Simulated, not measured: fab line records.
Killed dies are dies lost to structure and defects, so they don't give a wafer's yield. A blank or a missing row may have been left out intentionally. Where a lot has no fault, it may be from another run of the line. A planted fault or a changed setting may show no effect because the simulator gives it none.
Which tool is to blame? / flow ritCmos / 39 wafers from 13 lots sampled at 3 of the route's 202 steps

== WHAT EACH GAUGE READ, for each wafer ==
RIT_NWELL_OVL_MEAS_06. Usual: NWELL_OVL typically reads -1.0 nm, with standard deviation 1.4.
lot=L171; measured=day 2 09:04; on=overlay-01; NWELL_OVL (nm)=-0.4 0.9 0.4; flag=
lot=L173; measured=day 2 17:58; on=overlay-01; NWELL_OVL (nm)=-0.7 -0.9 0.4; flag=
lot=L175; measured=day 3 02:28; on=overlay-02; NWELL_OVL (nm)=-1.0 -3.1 -2.7; flag=
lot=L177; measured=day 3 14:04; on=overlay-01; NWELL_OVL (nm)=0.0 1.0 0.4; flag=
lot=L178; measured=day 3 19:10; on=overlay-02; NWELL_OVL (nm)=- - -; flag=OFF
lot=L184; measured=day 5 00:39; on=overlay-02; NWELL_OVL (nm)=-1.1 -2.1 0.4; flag=
lot=L185; measured=day 5 04:46; on=overlay-01; NWELL_OVL (nm)=-0.9 -0.2 -1.3; flag=
lot=L186; measured=day 5 10:58; on=overlay-01; NWELL_OVL (nm)=-1.3 -1.9 -0.7; flag=
lot=L187; measured=day 5 15:20; on=overlay-02; NWELL_OVL (nm)=-3.0 -3.7 -2.7; flag=
lot=L188; measured=day 5 19:32; on=overlay-02; NWELL_OVL (nm)=-2.3 -2.1 -2.8; flag=
lot=L190; measured=day 6 05:19; on=overlay-02; NWELL_OVL (nm)=-0.7 -2.8 -1.2; flag=
lot=L191; measured=day 6 12:00; on=overlay-02; NWELL_OVL (nm)=0.3 -0.9 1.7; flag=
lot=L192; measured=day 6 15:19; on=overlay-02; NWELL_OVL (nm)=-2.1 -2.4 -1.9; flag=

RIT_NWELL_TW_MEAS_10. Usual: NWELL_TW typically reads 2145, with standard deviation 10.
lot=L171; measured=day 2 09:41; on=filmMetro-02; NWELL_TW=2131 2144 2140; flag=
lot=L173; measured=day 2 18:34; on=filmMetro-02; NWELL_TW=2145 2127 2147; flag=
lot=L175; measured=day 3 03:06; on=filmMetro-03; NWELL_TW=2145 2132 2132; flag=
lot=L177; measured=day 3 14:41; on=filmMetro-03; NWELL_TW=2124 2129 2133; flag=
lot=L178; measured=day 3 19:46; on=filmMetro-02; NWELL_TW=30 30 30 30 30 30; flag=OFF
lot=L184; measured=day 5 01:16; on=filmMetro-02; NWELL_TW=2148 2154 2141; flag=
lot=L185; measured=day 5 05:23; on=filmMetro-01; NWELL_TW=2144 2142 2160; flag=
lot=L186; measured=day 5 11:34; on=filmMetro-01; NWELL_TW=2143 2145 2143; flag=
lot=L187; measured=day 5 15:58; on=filmMetro-01; NWELL_TW=2131 2149 2150; flag=
lot=L188; measured=day 5 20:09; on=filmMetro-02; NWELL_TW=2157 2148 2156; flag=
lot=L190; measured=day 6 05:56; on=filmMetro-01; NWELL_TW=2154 2158 2159; flag=
lot=L191; measured=day 6 12:37; on=filmMetro-03; NWELL_TW=2141 2142 2156; flag=
lot=L192; measured=day 6 15:56; on=filmMetro-02; NWELL_TW=2143 2146 2161; flag=

== TOOL THAT RAN EACH LOT (tool first, then ch and the chambers of the sampled wafers, then the start) ==
lot=L171; RIT_NWELL_EXPOSE_03=ilineStepper-02 ch 0, day 2 08:39
lot=L173; RIT_NWELL_EXPOSE_03=ilineStepper-02 ch 0, day 2 17:32
lot=L175; RIT_NWELL_EXPOSE_03=ilineStepper-02 ch 0, day 3 02:03
lot=L177; RIT_NWELL_EXPOSE_03=ilineStepper-02 ch 0, day 3 13:38
lot=L178; RIT_NWELL_EXPOSE_03=ilineStepper-01 ch 0, day 3 18:32
lot=L184; RIT_NWELL_EXPOSE_03=ilineStepper-01 ch 0, day 5 00:14
lot=L185; RIT_NWELL_EXPOSE_03=ilineStepper-01 ch 0, day 5 04:21
lot=L186; RIT_NWELL_EXPOSE_03=ilineStepper-01 ch 0, day 5 10:32
lot=L187; RIT_NWELL_EXPOSE_03=ilineStepper-01 ch 0, day 5 14:56
lot=L188; RIT_NWELL_EXPOSE_03=ilineStepper-02 ch 0, day 5 19:07
lot=L190; RIT_NWELL_EXPOSE_03=ilineStepper-01 ch 0, day 6 04:53
lot=L191; RIT_NWELL_EXPOSE_03=ilineStepper-01 ch 0, day 6 11:34
lot=L192; RIT_NWELL_EXPOSE_03=ilineStepper-01 ch 0, day 6 14:53
- RIT_NWELL_EXPOSE_03: exposes mask M2, target cd 43900 nm.

== WHAT THE TOOLS THEMSELVES READ (means of the sampled wafers that have a number; where no wafer has one, the mark that the record gives instead) ==
RIT_NWELL_EXPOSE_03. Usual: exposureDoseMJCm2 reads 249.96 (standard deviation 0.23).
lot=L171 tool=ilineStepper-02 exposureDoseMJCm2=250.15 flag=
lot=L173 tool=ilineStepper-02 exposureDoseMJCm2=249.92 flag=
lot=L175 tool=ilineStepper-02 exposureDoseMJCm2=249.92 flag=
lot=L177 tool=ilineStepper-02 exposureDoseMJCm2=250.02 flag=
lot=L178 tool=ilineStepper-01 exposureDoseMJCm2=249.83 flag=
lot=L184 tool=ilineStepper-01 exposureDoseMJCm2=249.93 flag=
lot=L185 tool=ilineStepper-01 exposureDoseMJCm2=249.94 flag=
lot=L186 tool=ilineStepper-01 exposureDoseMJCm2=249.98 flag=
lot=L187 tool=ilineStepper-01 exposureDoseMJCm2=250.07 flag=
lot=L188 tool=ilineStepper-02 exposureDoseMJCm2=249.96 flag=
lot=L190 tool=ilineStepper-01 exposureDoseMJCm2=250.04 flag=
lot=L191 tool=ilineStepper-01 exposureDoseMJCm2=249.97 flag=
lot=L192 tool=ilineStepper-01 exposureDoseMJCm2=249.87 flag=

== THE ANSWER, worked out from the rows above alone ==
Rule: lot off if the mean of its wafers having a number is beyond 3 standard deviations from the usual mean. A lot without any number at a reading at which 4 lots or more have one is off too. All remaining lots with rows at the step are treated as sound. Order of review: gauges by route order, followed by the tools' own readings, for which a lot's mean as printed above is used. At the first step where some lot is off, the reading lying furthest off is the one used; lots without a number count as furthest.
Off: L178, seen at RIT_NWELL_OVL_MEAS_06 (NWELL_OVL). Without a number there: L178.
A tool fits if, at a process step before that reading, it ran every lot that is off, and no sound lot after the first of them. Not tried: the gauges at RIT_NWELL_OVL_MEAS_06; whatever is off there is also off at RIT_NWELL_TW_MEAS_10, on other tools, and gauge error can't account for it. Of those tried, none fits.

== WHAT THE SIMULATOR HAD PUT IN ==
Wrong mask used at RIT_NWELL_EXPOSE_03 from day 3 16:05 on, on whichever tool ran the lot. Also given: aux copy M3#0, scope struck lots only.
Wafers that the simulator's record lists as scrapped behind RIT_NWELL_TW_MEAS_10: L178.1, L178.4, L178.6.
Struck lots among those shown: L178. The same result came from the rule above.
